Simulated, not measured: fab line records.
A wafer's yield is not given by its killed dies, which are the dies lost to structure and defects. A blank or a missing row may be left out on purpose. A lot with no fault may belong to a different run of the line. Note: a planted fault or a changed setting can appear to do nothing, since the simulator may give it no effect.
Matching of chambers -- flow berkeley cmos170 -- rie diel-03 running UCB170_M3_ETCH_17: 4 sister chambers
The step etches BARC in N2/H2. 14 wafers are shown with their chamber, then 7 later ones without.

== EACH WAFER AND ITS CHAMBER ==
wafer,chamber,drypump motor current A (A),throttle valve pct (%),oes product au (a.u.)
L505.1,3,5.9,13.36,1.002
L505.3,0,5.8,13.60,1.014
L505.5,3,5.9,13.37,0.998
L510.2,1,5.9,13.43,0.985
L510.4,0,5.8,13.59,1.008
L510.5,3,5.9,13.41,1.018
L513.1,1,5.9,13.43,0.976
L513.3,2,5.4,13.32,0.973
L513.6,2,5.4,13.31,0.988
L515.2,3,5.9,13.38,1.007
L515.4,1,5.9,13.41,0.983
L515.6,3,5.9,13.37,1.020
L514.2,3,5.9,13.38,1.008
L514.4,0,5.9,13.60,1.011

SIGNATURES (averages over the wafers above)
reading,chamber 0,chamber 1,chamber 2,chamber 3,scatter within a chamber
drypump motor current A,5.833,5.900,5.400,5.900,0.0258
throttle valve pct,13.5967,13.4233,13.3150,13.3783,0.0137
oes product au,1.01100,0.98133,0.98050,1.00883,0.00743
Rule: a wafer's distance from a chamber is the root of the sum, over the readings, of the square of ((its reading less the chamber's mean) divided by the reading's scatter). If the next closest chamber is less than 2 further off than the closest, the wafer can't be placed; otherwise it belongs to the closest. The scatter: the root of (the sum of the squares of (reading less its chamber's mean) over the shown wafers, divided by (wafers less chambers)).

== WAFERS WITH NO CHAMBER GIVEN ==
wafer,drypump motor current A (A),throttle valve pct (%),oes product au (a.u.)
L514.6,5.9,13.36,1.011
L525.1,5.9,13.43,0.979
L525.2,5.4,13.31,0.982
L525.3,5.9,13.38,1.019
L526.1,5.4,13.31,0.987
L526.2,5.8,13.59,1.010
L526.6,5.8,13.59,1.000

== WHICH CHAMBER EACH ONE RAN IN ==
wafer,from the rows above,in truth
L514.6,3,3
L525.1,1,1
L525.2,2,2
L525.3,3,3
L526.1,2,2
L526.2,0,0
L526.6,0,0
Correct placement for 7 of the 7. Not placeable from these rows: 0. Number placed wrongly: 0.
